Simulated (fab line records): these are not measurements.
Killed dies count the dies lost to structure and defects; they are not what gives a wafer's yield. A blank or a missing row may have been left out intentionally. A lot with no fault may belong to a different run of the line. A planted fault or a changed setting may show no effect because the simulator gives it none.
fab line records | flow berkeleyCmos170
[record] lots = 5 wafers = 23
route steps=331 shown M2@272 M3@321
startH: the number of hours between the record's first day and the start of the first shown wafer of the lot | waitH: how many hours have passed since the lot's step before this one | " unchanged from the row above | L1.1+2: a single row standing in for several wafers | - no value, or no start given | * or withheld: withheld | < > ~ a bound
route shown NAME@n: names a module that has steps shown in the file, with the first one's number in the route | usual: mean and standard deviation over wafers with no fault | same: alike in all rows | chamber/n: place in a boat | sites: the reading at each site | _std_site: the values' standard deviation | _edge_site: outer sites' mean less inner sites' | radiusMm: how far each site lies from the wafer's centre | mask NAME#n: copy n | behind: the tool/chamber that last shaped the wafer | hold: what put the lot on hold/how long, in hours/how the hold closed | device: the n, p or np transistor that did not switch | end of line: at the end of the route, the tests of the same wafers | a step with no rows: only its recipe | killed: at the first sort, the dies lost to defects and structure; wafer yield is something else | map: a wafer's dies, marking killed ones x, the rest . and places with no die _
set.NAME: the setting the step ran with; set.NAME@STEP: the setting that earlier step ran with | model.NAME: the simulator's own value behind a step, which no gauge read
lots run with intentionally changed settings; tables by step, rows by wafer
[[steps]]
[step UCB170_M2_SPUTTER_01]
[recipe] material = Al targetThkNm = 900 timeS = 120 powerW = 6000 chamberPressurePa = 0.5
// columns lot.wafer tool chamber startH waitH set.timeS model.Al_of_M2_SPUTTER_01.thkNm
L078.1 pvdSputter-04 - 204.96 0.0 135.5 1021
L078.2 " - " " 135.5 1016
L078.3 " - " " 135.5 1023
L078.4 " - " " 120 910.9
L078.5 " - " " 120 905
L080.1 pvdSputter-02 - 208.64 0.0 125.5 927.5
L080.2 " - " " 120 884
L080.3 " - " " 125.5 936.3
L080.4 " - " " 125.5 933.2
L080.6 " - " " 120 895.9
L076.2 pvdSputter-03 - 208.79 0.0 120 921.6
L076.3 " - " " 120 904.9
L076.4 " - " " 120 897.4
L076.5 " - " " 120 897.6
L076.6 " - " " 120 917.8
L081.2 pvdSputter-03 - 227.99 0.0 120 927.3
L081.3 " - " " 120 903.7
L081.4 " - " " 120 909.2
L085.2 pvdSputter-04 - 233.02 0.0 120 909.9
L085.3 " - " " 102.2 765.3
L085.4 " - " " 102.2 779.5
L085.5 " - " " 120 913.1
L085.6 " - " " 120 907.8
[step UCB170_M2_RS_MEAS_02]
[recipe] thkMeasGauge = four-point-probe reads = Al_of_M2_SPUTTER_01
[usual] M2_AL_RS = 0.0320/0.00033
// columns lot.wafer tool chamber startH waitH set.timeS@M2_SPUTTER_01 M2_AL_RS[ohm/sq]
L078.1 filmMetro-03 - 205.05 0.0 135.5 0.0283
L078.2 " - " " 135.5 0.0284
L078.3 " - " " 135.5 0.0282
L078.4 " - " " 120 0.0317
L078.5 " - " " 120 0.0319
L080.1 filmMetro-02 - 208.72 0.0 125.5 0.0312
L080.2 " - " " 120 0.0327
L080.3 " - " " 125.5 0.0309
L080.4 " - " " 125.5 0.0310
L080.6 " - " " 120 0.0323
L076.2 filmMetro-03 - 208.90 0.1 120 0.0313
L076.3 " - " " 120 0.0318
L076.4 " - " " 120 0.0322
L076.5 " - " " 120 0.0321
L076.6 " - " " 120 0.0315
L081.2 filmMetro-01 - 228.10 0.1 120 0.0312
L081.3 " - " " 120 0.0320
L081.4 " - " " 120 0.0318
L085.2 filmMetro-03 - 233.13 0.1 120 0.0317
L085.3 " - " " 102.2 0.0378
L085.4 " - " " 102.2 0.0371
L085.5 " - " " 120 0.0316
L085.6 " - " " 120 0.0318
[step UCB170_M2_THK_MEAS_03]
[recipe] thkMeasGauge = xrf reads = Al_of_M2_SPUTTER_01
[usual] M2_AL_THK = 909/9.8
// columns lot.wafer tool chamber startH waitH set.timeS@M2_SPUTTER_01 M2_AL_THK[nm]
L078.1 filmMetro-03 - 205.17 0.1 135.5 1027
L078.2 " - " " 135.5 1017
L078.3 " - " " 135.5 1031
L078.4 " - " " 120 918
L078.5 " - " " 120 911
L080.1 filmMetro-02 - 208.84 0.1 125.5 934
L080.2 " - " " 120 885
L080.3 " - " " 125.5 937
L080.4 " - " " 125.5 938
L080.6 " - " " 120 901
L076.2 filmMetro-03 - 209.01 0.1 120 923
L076.3 " - " " 120 912
L076.4 " - " " 120 905
L076.5 " - " " 120 901
L076.6 " - " " 120 924
L081.2 filmMetro-01 - 228.21 0.1 120 929
L081.3 " - " " 120 901
L081.4 " - " " 120 907
L085.2 filmMetro-03 - 233.24 0.1 120 922
L085.3 " - " " 102.2 772
L085.4 " - " " 102.2 783
L085.5 " - " " 120 919
L085.6 " - " " 120 912
[step UCB170_M2_DEVELOP_14]
[recipe] developer = TMAH developTimeS = 45 resist = KrF devTempC = 21
// columns lot.wafer tool chamber startH waitH set.developTimeS
L078.1+3+4 lithoTrack-01 0 - - 45
L078.2+5 " 0 " " 51.57
L080.1+3+6 lithoTrack-02 0 - - 45
L080.2+4 " 0 " " 39.61
L076.2+3+4 lithoTrack-03 0 - - 45
L076.5+6 " 0 " " 47.12
L081.2+3+4 lithoTrack-02 0 - - 45
L085.2+4+6 lithoTrack-01 0 - - 42.95
L085.3+5 " 0 " " 45
[step UCB170_M2_ETCH_17]
[recipe] chemistry = N2/H2 targetDepthA = withheld overetchA = withheld target = BARC timeS = withheld sourceW = 500 biasW = 100 pressureMtorr = 30 n2FlowSccm = 100 h2FlowSccm = 200
[step UCB170_M2_METAL_ETCH_18]
[recipe] chemistry = Cl2/BCl3 target = Al stopOn = SiO2 pressureMtorr = 12 targetDepthA = 11700 overEtchFrac = 0.3 timeS = 195 icpW = 600 biasW = 120 Cl2_flow_sccm = 90 bcl3FlowSccm = 45
[usual] oesProductAu = 0.857/0.0093
// columns lot.wafer tool chamber startH waitH set.timeS@M2_SPUTTER_01 oesProductAu
L078.1 rieMetal-03 1 208.37 - 135.5 0.907
L078.2 " 0 " " 135.5 0.923
L078.3 " 0 " " 135.5 0.918
L078.4 " 1 " " 120 0.858
L078.5 " 1 " " 120 0.851
L080.1 rieMetal-01 0 212.05 - 125.5 0.859
L080.2 " 1 " " 120 0.862
L080.3 " 0 " " 125.5 0.860
L080.4 " 1 " " 125.5 0.898
L080.6 " 0 " " 120 0.839
L076.2 rieMetal-02 0 212.69 - 120 0.866
L076.3 " 0 " " 120 0.849
L076.4 " 1 " " 120 0.855
L076.5 " 1 " " 120 0.864
L076.6 " 0 " " 120 0.862
L081.2 rieMetal-01 1 230.02 - 120 0.881
L081.3 " 1 " " 120 0.879
L081.4 " 0 " " 120 0.843
L085.2 rieMetal-02 1 237.30 - 120 0.861
L085.3 " 0 " " 102.2 0.781
L085.4 " 1 " " 102.2 0.795
L085.5 " 0 " " 120 0.848
L085.6 " 1 " " 120 0.873
[step UCB170_M3_EXPOSE_12]
[recipe] maskId = METAL3 targetCdNm = 700 na = 0.5 sigmaOuter = 0.6 sourceShape = conventional doseMj = 26
// columns lot.wafer tool chamber startH waitH mask set.doseMj
L078.1+4 krfScanner-02 0 216.28 - METAL3#0 25.19
L078.2+3+5 " 0 " " METAL3#0 26
L080.1+4+6 krfScanner-02 0 217.58 - METAL3#0 24.72
L080.2+3 " 0 " " METAL3#0 26
L076.2+5+6 krfScanner-01 0 218.00 - METAL3#0 24.87
L076.3+4 " 0 " " METAL3#0 26
L081.2+3+4 krfScanner-02 0 236.59 - METAL3#0 26
L085.2+3+6 krfScanner-02 0 241.67 - METAL3#0 25.3
L085.4+5 " 0 " " METAL3#0 26
[step UCB170_M3_PEB_13]
[recipe] pebTempC = 130 pebTimeS = withheld resist = KrF
[step UCB170_M3_DEVELOP_14]
[recipe] developer = TMAH developTimeS = 45 resist = KrF devTempC = 21
[step UCB170_M3_CD_MEAS_15]
[recipe] targetCdNm = 700
[usual] cdNm = 700.1/1.6
// columns lot.wafer tool chamber startH waitH set.doseMj@M3_EXPOSE_12 cdNm
L078.1 cdSem-02 - 216.68 - 25.19 704.6
L078.2 " - " " 26 697.9
L078.3 " - " " 26 699.1
L078.4 " - " " 25.19 705.4
L078.5 " - " " 26 700.3
L080.1 cdSem-02 - 218.13 - 24.72 710.8
L080.2 " - " " 26 702.9
L080.3 " - " " 26 703.7
L080.4 " - " " 24.72 712.1
L080.6 " - " " 24.72 711.6
L076.2 cdSem-02 - 218.78 - 24.87 709.2
L076.3 " - " " 26 700.9
L076.4 " - " " 26 700.5
L076.5 " - " " 24.87 708.1
L076.6 " - " " 24.87 709.2
L081.2 cdSem-01 - 237.40 - 26 698.9
L081.3 " - " " 26 699.2
L081.4 " - " " 26 699.2
L085.2 cdSem-02 - 242.44 - 25.3 703.9
L085.3 " - " " 25.3 705.1
L085.4 " - " " 26 698.1
L085.5 " - " " 26 700.0
L085.6 " - " " 25.3 703.6
[step UCB170_M3_ETCH_17]
[recipe] chemistry = N2/H2 targetDepthA = withheld overetchA = withheld target = BARC timeS = withheld sourceW = 500 biasW = 100 pressureMtorr = 30 n2FlowSccm = 100 h2FlowSccm = 200
// columns lot.wafer tool chamber startH waitH set.doseMj@M3_EXPOSE_12 model.M3.cdNm
L078.1 rieDiel-04 1 216.83 0.0 25.19 704.7
L078.2 " 3 " " 26 698.5
L078.3+5 " 0,2 " " 26 700.3
L078.4 " 2 " " 25.19 705.5
L080.1 rieDiel-02 0 218.28 0.0 24.72 711.2
L080.2 " 3 " " 26 703.5
L080.3 " 1 " " 26 703.8
L080.4 " 2 " " 24.72 713.3
L080.6 " 3 " " 24.72 711.3
L076.2 rieDiel-04 0 218.91 0.0 24.87 710.3
L076.3 " 2 " " 26 700.9
L076.4 " 3 " " 26 700.8
L076.5 " 2 " " 24.87 708.2
L076.6 " 3 " " 24.87 709.4
L081.2 rieDiel-03 2 237.53 0.0 26 698
L081.3 " 3 " " 26 698.1
L081.4 " 2 " " 26 698.3
L085.2 rieDiel-02 0 242.58 0.0 25.3 703.6
L085.3 " 1 " " 25.3 705.6
L085.4 " 3 " " 26 698
L085.5 " 1 " " 26 700.8
L085.6 " 0 " " 25.3 703
[step UCB170_M3_METAL_ETCH_18]
[recipe] chemistry = Cl2/BCl3 target = Al stopOn = SiO2 pressureMtorr = 12 targetDepthA = 11700 overEtchFrac = 0.3 timeS = 195 icpW = 600 biasW = 120 Cl2_flow_sccm = 90 bcl3FlowSccm = 45
// columns lot.wafer tool chamber startH waitH set.overEtchFrac set.doseMj@M3_EXPOSE_12 model.M3.cdNm
L078.1 rieMetal-04 1 216.88 - 0.3 25.19 694.9
L078.2 " 0 " " 0.382 26 693.7
L078.3 " 1 " " 0.382 26 688.6
L078.4 " 0 " " 0.382 25.19 700.6
L078.5 " 1 " " 0.3 26 690.7
L080.1 rieMetal-01 0 218.33 - 0.3234 24.72 707.8
L080.2 " 1 " " 0.3 26 699.2
L080.3 " 1 " " 0.3 26 700.4
L080.4 " 0 " " 0.3234 24.72 709.2
L080.6 " 0 " " 0.3 24.72 707.3
L076.2 rieMetal-03 0 218.95 - 0.3 24.87 714
L076.3 " 1 " " 0.3 26 702
L076.4 " 0 " " 0.3 26 705
L076.5 " 0 " " 0.3 24.87 711.1
L076.6 " 1 " " 0.3 24.87 709.5
L081.2 rieMetal-01 1 237.57 - 0.3 26 695.4
L081.3 " 1 " " 0.3 26 696.3
L081.4 " 0 " " 0.3 26 696.8
L085.2+3 rieMetal-01 0,1 242.62 - 0.3 25.3 703.8
L085.4 " 0 " " 0.3 26 694.5
L085.5 " 1 " " 0.3472 26 696.5
L085.6 " 0 " " 0.3472 25.3 701.6
[[key]]
[split] step = UCB170_M2_SPUTTER_01 setting = timeS stated = 120 by = wafer
[response] step = UCB170_M2_SPUTTER_01 reading = model.Al_of_M2_SPUTTER_01.thkNm change = +9.04 per = 1% r = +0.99
[response] step = UCB170_M2_RS_MEAS_02 reading = M2_AL_RS change = -0.000337 per = 1% r = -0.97
[response] step = UCB170_M2_THK_MEAS_03 reading = M2_AL_THK change = +9.1 per = 1% r = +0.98
[response] step = UCB170_M2_METAL_ETCH_18 reading = oesProductAu change = +0.00482 per = 1% r = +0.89
[split] step = UCB170_M2_DEVELOP_14 setting = developTimeS stated = 45 by = wafer
response none clear
[split] step = UCB170_M3_EXPOSE_12 setting = doseMj stated = 26 by = wafer
[response] step = UCB170_M3_CD_MEAS_15 reading = cdNm change = -1.8 per = 1% r = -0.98
[response] step = UCB170_M3_ETCH_17 reading = model.M3.cdNm change = -1.78 per = 1% r = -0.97
[response] step = UCB170_M3_METAL_ETCH_18 reading = model.M3.cdNm change = -1.95 per = 1% r = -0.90
[split] step = UCB170_M3_METAL_ETCH_18 setting = overEtchFrac stated = 0.3 by = wafer
response none clear
